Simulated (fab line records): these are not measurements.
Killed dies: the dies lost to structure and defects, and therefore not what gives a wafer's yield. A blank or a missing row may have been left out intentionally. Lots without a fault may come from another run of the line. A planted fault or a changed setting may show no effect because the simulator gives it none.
Struck lot and sound lot, side by side | flow rit cmos | 14 steps out of a route of 202
Sound: wafers L280.2, L280.3, L280.6. The struck wafers were L271.1, L271.3, L271.5. The cause is named last.
At each step with rows: each side's tool, then ch and its chambers, then its first start. Under that, the readings that differ: sound wafers | struck wafers | difference of the means | sigmas: that difference in standard deviations of wafers without a fault.
alike: a reading whose means differ by less than 2 such deviations, as well as words and numbers matching on both sides. not compared: withheld readings; readings where some wafer has no value; bounds like >300 that might hide an equal value; numbers whose values overlap and for which the record gives no deviation.
A row with sigmas, a row that says differs or no value, or rows on one side alone: a step with any of these is where the two part. Numbers that have no deviation but don't overlap get no sigmas and don't part them. A reading missing from all wafers of one side parts the sides only when that side holds two or more wafers.

first, 2 steps without rows for these wafers: RIT_GATE_CLEAN_03 (cleans in SC2, time 600 s); RIT_GATE_CLEAN_04 (cleans in dHF, time 60 s).
RIT_FOX2_THK_MEAS_91:
  struck on film metro-02, day 4 06:30; sound on film metro-03, day 6 01:59
  alike: FIELD_OXIDE_LEFT_2_THK
then, 2 steps without rows for these wafers: RIT_GATE_OXIDATION_05 (target thk 3 nm, ox time 270 s); RIT_GATE_ANNEAL_06 (time 600 s).
RIT_GATE_THK_MEAS_07:
  struck on film metro-03, day 4 08:21; sound on film metro-01, day 6 04:42
  alike: GATE_OXIDE_THK
then, 1 step without rows for these wafers: RIT_GATE_CVD_08 (deposits poly-Si from SiH4, target thk 250 nm, time 2220 s).
RIT_GATE_THK_MEAS_09:
  struck on film metro-03, day 4 10:02; sound on film metro-01, day 6 06:23
  alike: GATE_POLY_THK
then, 4 steps without rows for these wafers: RIT_GATE_HMDS_10 (prime time 60 s); RIT_GATE_COAT_11 (resist thk 850 nm); RIT_GATE_SOFTBAKE_12 (time 60 s); RIT_GATE_EXPOSE_13 (exposes mask M6, target cd 150 nm).
RIT_GATE_PEB_14:
  struck on litho track-03, day 4 10:49; sound on litho track-01 ch 0, day 6 07:11
  reading         | sound          | struck | difference                    | sigmas
  exhaust pa (Pa) | 45.0 44.9 45.3 | - - -  | no value on the struck wafers |
  not compared: chill plate temp C
then, 1 step without rows for these wafers: RIT_GATE_DEVELOP_15 (develop time 48.59 s).

== WHERE THEY PART ==
Only at RIT_GATE_PEB_14, as far as this record shows.

WHY: what had been put in by the simulator
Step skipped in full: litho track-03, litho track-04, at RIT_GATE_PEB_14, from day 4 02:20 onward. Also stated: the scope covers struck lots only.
